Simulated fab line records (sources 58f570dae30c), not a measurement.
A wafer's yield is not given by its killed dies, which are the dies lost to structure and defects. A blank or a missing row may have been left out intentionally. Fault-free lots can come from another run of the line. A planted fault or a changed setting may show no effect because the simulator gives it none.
fab line records | flow berkeley-cmos170
record: lots: 6 | wafers: 18 | last-day: 11
route steps=331 shown V1@257
lots that met no fault: taken from a fault-free run of the same line
start-h: hours from the record's opening day to when the first of the lot's shown wafers began | wait-h: hours from the lot's prior step to this one | " identical to the entry in the row above | L1.1+2: several wafers, shown together as one row | - no value, or no start given | * or withheld: withheld | < > ~ a bound
route shown NAME@n: a module of which the file shows steps, and the number in the route of the first | usual: mean/standard deviation taken from wafers without a fault | same: alike in all rows | chamber/n: place in a boat | sites: per-site readings | _std_site: their standard deviation | _edge_site: the outer-site mean with the inner-site mean subtracted | radius-mm: for every site, how far away it sits from the centre of the wafer | mask NAME#n: copy n | behind: tool/chamber where the wafer was last shaped | hold: why the lot was held/for how many hours/how that ended | device: whichever transistor did not switch (one of n, p or np) | end of line: the same wafers' tests at the end of the route | where a step has no rows: the recipe by itself | killed: the dies lost at the first sort to structure and to defects; this is not the yield of the wafer | map: shows each die of a wafer: x if killed, . if not, _ if none is there
set.NAME: the setting that was run; set.NAME@STEP: the one run at that earlier step | model.NAME: the simulator's own value behind a step, which no gauge read
lots at selected steps of the route; one table per step, one row per wafer
services: the hour from which a tool's chamber was out of use, counted from the record's first day as start-h (under 0 if before that day), plus the number of hours and why
== steps ==
step: UCB170_V1_BOW_MEAS_03
recipe: mode: bow
usual: V1_BOW: 18/6.9
lot.wafer | tool          | chamber | start-h | wait-h | V1_BOW[um]
L601.1    | film-metro-01 | -       | 144.18  | 0.2    | 25
L601.2    | "             | -       | "       | "      | 16
L601.4    | "             | -       | "       | "      | 11
L607.1    | film-metro-01 | -       | 178.00  | 0.2    | 13
L607.5    | "             | -       | "       | "      | 13
L607.6    | "             | -       | "       | "      | 9
L610.2    | film-metro-02 | -       | 198.36  | 0.2    | 16
L610.3    | "             | -       | "       | "      | 20
L610.4    | "             | -       | "       | "      | 18
L611.1    | film-metro-01 | -       | 210.00  | 0.2    | 9
L611.2    | "             | -       | "       | "      | 5
L611.6    | "             | -       | "       | "      | 15
L616.2    | film-metro-01 | -       | 244.11  | 0.3    | 21
L616.3    | "             | -       | "       | "      | 24
L616.6    | "             | -       | "       | "      | 22
L617.1    | film-metro-02 | -       | 252.34  | 0.2    | 19
L617.5    | "             | -       | "       | "      | 17
L617.6    | "             | -       | "       | "      | 17
step: UCB170_V1_THK_MEAS_04
recipe: reads: SiO2_of_V1_CVD_00
usual: V1_POLISHED_THK: 999.7/1.9
lot.wafer | tool          | chamber | start-h | wait-h | V1_POLISHED_THK[nm]
L601.1    | film-metro-01 | -       | 144.30  | 0.1    | 998.7
L601.2    | "             | -       | "       | "      | 1000.8
L601.4    | "             | -       | "       | "      | 1000.5
L607.1    | film-metro-01 | -       | 178.12  | 0.1    | 1000.8
L607.5    | "             | -       | "       | "      | 1000.7
L607.6    | "             | -       | "       | "      | 999.5
L610.2    | film-metro-02 | -       | 198.47  | 0.1    | 997.5
L610.3    | "             | -       | "       | "      | 1000.5
L610.4    | "             | -       | "       | "      | 1000.5
L611.1    | film-metro-01 | -       | 210.12  | 0.1    | 1000.7
L611.2    | "             | -       | "       | "      | 998.1
L611.6    | "             | -       | "       | "      | 1000.4
L616.2    | film-metro-01 | -       | 244.22  | 0.1    | 997.2
L616.3    | "             | -       | "       | "      | 1002.1
L616.6    | "             | -       | "       | "      | 999.4
L617.1    | film-metro-02 | -       | 252.46  | 0.1    | 999.2
L617.5    | "             | -       | "       | "      | 999.4
L617.6    | "             | -       | "       | "      | 999.2
step: UCB170_V1_CLEAN_05
recipe: chemistry: DIW
step: UCB170_V1_HMDS_06
recipe: prime-time-s: 60 | prime-temp-c: 100
step: UCB170_V1_COAT_07
recipe: resist: KrF | spin-rpm: 1500 | resist-thk-nm: 900
step: UCB170_V1_SOFTBAKE_08
recipe: resist: KrF | temp-c: 130 | time-s: 60
step: UCB170_V1_EXPOSE_09
recipe: mask-id: VIA1 | target-cd-nm: 700 | na: 0.5 | sigma-outer: 0.6 | source-shape: conventional | dose-mj: 37
step: UCB170_V1_PEB_10
recipe: peb-temp-c: 130 | peb-time-s: withheld | resist: KrF
step: UCB170_V1_DEVELOP_11
recipe: developer: TMAH | develop-time-s: 45 | resist: KrF | dev-temp-c: 21
step: UCB170_V1_CD_MEAS_12
recipe: target-cd-nm: 700
usual: cd-nm: 700.3/1.3
lot.wafer | tool      | chamber | start-h | wait-h | cd-nm
L601.1    | cd-sem-02 | -       | 145.84  | -      | 699.2
L601.2    | "         | -       | "       | "      | 698.7
L601.4    | "         | -       | "       | "      | 699.6
L607.1    | cd-sem-02 | -       | 180.36  | -      | 699.4
L607.5    | "         | -       | "       | "      | 698.5
L607.6    | "         | -       | "       | "      | 698.0
L610.2    | cd-sem-01 | -       | 200.43  | -      | 702.2
L610.3    | "         | -       | "       | "      | 701.3
L610.4    | "         | -       | "       | "      | 701.1
L611.1    | cd-sem-01 | -       | 211.36  | -      | 702.0
L611.2    | "         | -       | "       | "      | 702.5
L611.6    | "         | -       | "       | "      | 701.4
L616.2    | cd-sem-01 | -       | 246.49  | -      | 699.2
L616.3    | "         | -       | "       | "      | 700.6
L616.6    | "         | -       | "       | "      | 699.5
L617.1    | cd-sem-01 | -       | 257.06  | -      | 699.6
L617.5    | "         | -       | "       | "      | 699.2
L617.6    | "         | -       | "       | "      | 699.8
step: UCB170_V1_OVL_MEAS_13
usual: V1_OVL: -1/6.1
lot.wafer | tool       | chamber | start-h | wait-h | V1_OVL[nm]
L601.1    | overlay-01 | -       | 145.96  | 0.1    | -7
L601.2    | "          | -       | "       | "      | 0
L601.4    | "          | -       | "       | "      | 0
L607.1    | overlay-01 | -       | 180.48  | 0.1    | -1
L607.5    | "          | -       | "       | "      | -1
L607.6    | "          | -       | "       | "      | 0
L610.2    | overlay-02 | -       | 200.54  | 0.1    | 10
L610.3    | "          | -       | "       | "      | -3
L610.4    | "          | -       | "       | "      | 6
L611.1    | overlay-02 | -       | 211.48  | 0.1    | 5
L611.2    | "          | -       | "       | "      | -11
L611.6    | "          | -       | "       | "      | 0
L616.2    | overlay-02 | -       | 246.60  | 0.1    | 4
L616.3    | "          | -       | "       | "      | 0
L616.6    | "          | -       | "       | "      | -2
L617.1    | overlay-01 | -       | 257.18  | 0.1    | -1
L617.5    | "          | -       | "       | "      | -8
L617.6    | "          | -       | "       | "      | 0
step: UCB170_V1_ETCH_14
recipe: chemistry: CHF3/CF4/Ar | target: SiO2 | stop-on: Al | CHF3_flow_sccm: 45 | cf4-flow-sccm: 15 | Ar_flow_sccm: 150 | pressure-mtorr: 200 | rf-w: 700 | target-depth-a: 12500 | over-etch-frac: 0.25 | time-s: 291
usual: CHF3_flow_sccm: 44.98/0.12 | drypump-motor-current-A: 5.8/0.55 | oes-product-au: 0.866/0.01 | rf-fwd-power-W: 698.0/2 | throttle-valve-pct: 6.87/0.085
same: over-etch-frac: 0.25
lot.wafer | tool        | chamber | start-h | wait-h | CHF3_flow_sccm | drypump-motor-current-A | oes-product-au | rf-fwd-power-W | rf-hours-counter-h | throttle-valve-pct
L601.1    | rie-diel-03 | 1       | 146.00  | 0.0    | 44.91          | 5.2                     | 0.875          | 700.4          | 91                 | 6.86
L601.2    | "           | 2       | "       | "      | 45.01          | 6.3                     | 0.865          | 699.6          | 18                 | 6.80
L601.4    | "           | 0       | "       | "      | 45.23          | 5.2                     | 0.855          | 696.2          | 140                | 6.83
L607.1    | rie-diel-02 | 3       | 180.52  | 0.0    | 45.01          | 5.7                     | 0.852          | 698.4          | 125                | 6.86
L607.5    | "           | 3       | "       | "      | 44.81          | 5.7                     | 0.846          | 695.9          | -                  | 6.85
L607.6    | "           | 2       | "       | "      | 44.85          | 5.4                     | 0.859          | 699.8          | -                  | 6.99
L610.2    | rie-diel-04 | 2       | 200.57  | 0.0    | 44.89          | 6.2                     | 0.882          | 695.1          | 106                | 6.77
L610.3    | "           | 1       | "       | "      | 44.88          | 6.4                     | 0.870          | 696.3          | 70                 | 6.79
L610.4    | "           | 0       | "       | "      | 44.86          | 6.0                     | 0.879          | 700.0          | 39                 | 6.95
L611.1    | rie-diel-04 | 1       | 211.52  | 0.0    | 44.81          | 6.4                     | 0.873          | 700.2          | 71                 | 6.78
L611.2    | "           | 3       | "       | "      | 45.04          | 5.5                     | 0.873          | 698.3          | 55                 | 7.03
L611.6    | "           | 0       | "       | "      | 44.84          | 6.0                     | 0.867          | 701.3          | -                  | 6.95
L616.2    | rie-diel-03 | 3       | 246.63  | 0.0    | 45.18          | 5.0                     | 0.850          | 695.3          | 28                 | 6.86
L616.3    | "           | 1       | "       | "      | 45.22          | 5.1                     | 0.873          | 697.2          | 94                 | 6.86
L616.6    | "           | 1       | "       | "      | 45.12          | 5.1                     | 0.883          | 701.1          | -                  | 6.85
L617.1    | rie-diel-04 | 1       | 257.22  | 0.0    | 45.10          | 6.3                     | 0.872          | 699.8          | 72                 | 6.78
L617.5    | "           | 0       | "       | "      | 45.03          | 6.0                     | 0.868          | 699.1          | -                  | 6.97
L617.6    | "           | 1       | "       | "      | 45.05          | 6.3                     | 0.870          | 700.3          | -                  | 6.77
step: UCB170_V1_STRIP_15
recipe: chemistry: O2 | power-w: 400 | pressure-mtorr: 3500 | platen-temp-c: withheld | o2-flow-sccm: 400 | overash-fraction: 0.5
usual: chamber-pressure-mTorr: 3499/14 | drypump-motor-current-A: 5.6/0.57 | oes-product-au: 0.721/0.0048 | strip-time-to-endpoint-s: 15.33/0.18
lot.wafer | tool            | chamber | start-h | wait-h | chamber-pressure-mTorr | drypump-motor-current-A | oes-product-au | rf-hours-counter-h | strip-time-to-endpoint-s | model.KrF_of_V1_COAT_07.thk-nm
L601.1    | plasma-asher-02 | 0       | 146.17  | 0.1    | 3496                   | 5.3                     | 0.716          | 46                 | 15.53                    | 0
L601.2    | "               | 1       | "       | "      | 3502                   | 6.5                     | 0.720          | 46                 | 15.19                    | 0
L601.4    | "               | 1       | "       | "      | 3503                   | 6.5                     | 0.729          | -                  | 15.52                    | 0
L607.1    | plasma-asher-03 | 0       | 180.70  | 0.1    | -                      | -                       | -              | -                  | -                        | 617.6
L607.5    | "               | 1       | "       | "      | -                      | -                       | -              | -                  | -                        | 618.9
L607.6    | "               | 0       | "       | "      | -                      | -                       | -              | -                  | -                        | 605.5
L610.2    | plasma-asher-03 | 0       | 200.75  | 0.1    | -                      | -                       | -              | -                  | -                        | 620.3
L610.3    | "               | 0       | "       | "      | -                      | -                       | -              | -                  | -                        | 611
L610.4    | "               | 1       | "       | "      | -                      | -                       | -              | -                  | -                        | 615.2
L611.1    | plasma-asher-01 | 0       | 211.70  | 0.1    | 3499                   | 5.1                     | 0.723          | 41                 | 15.37                    | 0
L611.2    | "               | 1       | "       | "      | 3495                   | 4.9                     | 0.721          | 41                 | 15.45                    | 0
L611.6    | "               | 0       | "       | "      | 3498                   | 5.1                     | 0.724          | -                  | 15.44                    | 0
L616.2    | plasma-asher-01 | 1       | 246.81  | 0.1    | 3497                   | 4.9                     | 0.718          | 44                 | 15.02                    | 0
L616.3    | "               | 1       | "       | "      | 3501                   | 4.9                     | 0.724          | -                  | 15.31                    | 0
L616.6    | "               | 0       | "       | "      | 3498                   | 5.1                     | 0.721          | -                  | 15.35                    | 0
L617.1    | plasma-asher-03 | 1       | 257.40  | 0.1    | 3494                   | 5.6                     | 0.725          | 13                 | 15.14                    | 0
L617.5    | "               | 0       | "       | "      | 3499                   | 6.1                     | 0.724          | -                  | 15.58                    | 0
L617.6    | "               | 1       | "       | "      | 3503                   | 5.6                     | 0.709          | -                  | 15.29                    | 0
step: UCB170_V1_CD_MEAS_90
recipe: target-cd-nm: 700
usual: cd-nm: 700.4/1.5
lot.wafer | tool      | chamber | start-h | wait-h | cd-nm
L601.1    | cd-sem-01 | -       | 146.27  | 0.1    | 699.6
L601.2    | "         | -       | "       | "      | 700.0
L601.4    | "         | -       | "       | "      | 701.0
L607.1    | cd-sem-01 | -       | 180.80  | 0.1    | 699.0
L607.5    | "         | -       | "       | "      | 698.8
L607.6    | "         | -       | "       | "      | 698.6
L610.2    | cd-sem-01 | -       | 200.87  | 0.1    | 701.0
L610.3    | "         | -       | "       | "      | 701.9
L610.4    | "         | -       | "       | "      | 701.7
L611.1    | cd-sem-01 | -       | 211.80  | 0.1    | 702.5
L611.2    | "         | -       | "       | "      | 702.5
L611.6    | "         | -       | "       | "      | 702.4
L616.2    | cd-sem-01 | -       | 247.21  | 0.4    | 698.2
L616.3    | "         | -       | "       | "      | 699.9
L616.6    | "         | -       | "       | "      | 698.5
L617.1    | cd-sem-01 | -       | 257.54  | 0.1    | 699.9
L617.5    | "         | -       | "       | "      | 700.9
L617.6    | "         | -       | "       | "      | 699.7
== services ==
tool            | chamber | start-h | hours | kind
rie-diel-04     | -       | 127.01  | 4.9   | repair
rie-diel-04     | -       | 159.23  | 0.4   | repair
rie-diel-03     | 1       | 165.11  | 11.8  | repair
rie-diel-02     | 0       | 179.99  | 4.9   | repair
rie-diel-04     | -       | 184.43  | 0.8   | repair
rie-diel-02     | 2       | 188.83  | 4.5   | repair
rie-diel-04     | 2       | 206.34  | 22.4  | repair
rie-diel-03     | 0       | 225.75  | -     | clean
rie-diel-03     | 0       | 225.75  | 12.8  | scheduled-down
rie-diel-03     | 0       | 225.75  | 12.8  | vent-cycle
rie-diel-02     | -       | 244.40  | 0.3   | repair
plasma-asher-02 | -       | 252.50  | 0.7   | repair
== key ==
first-sign: step: UCB170_V1_STRIP_15 | reading: tool-record | direction: missing
effect none on later readings
model-effect: step: UCB170_V1_STRIP_15 | value: KrF_of_V1_COAT_07.thk-nm | without: 0 | struck: 614.8
met-at UCB170_V1_STRIP_15
struck-wafers L607.1,L607.5,L607.6,L610.2,L610.3,L610.4
later-rows-left-out L607.1,L607.5,L607.6,L610.2,L610.3,L610.4
sort-left-out L607.1,L607.5,L607.6,L610.2,L610.3,L610.4
fault: kind: skipped-step-whole | tool: plasma-asher-03 | chamber: - | onset-h: 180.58 | steps: UCB170_V1_STRIP_15 | scope: struck-lots-only
sort-left-out: the simulated sort isn't trusted on such a fault, so these wafers' sort isn't shown, and their yield isn't known
later-rows-left-out: the simulator's readings of these wafers behind a module that went badly wrong aren't trusted and aren't shown, but for the sort
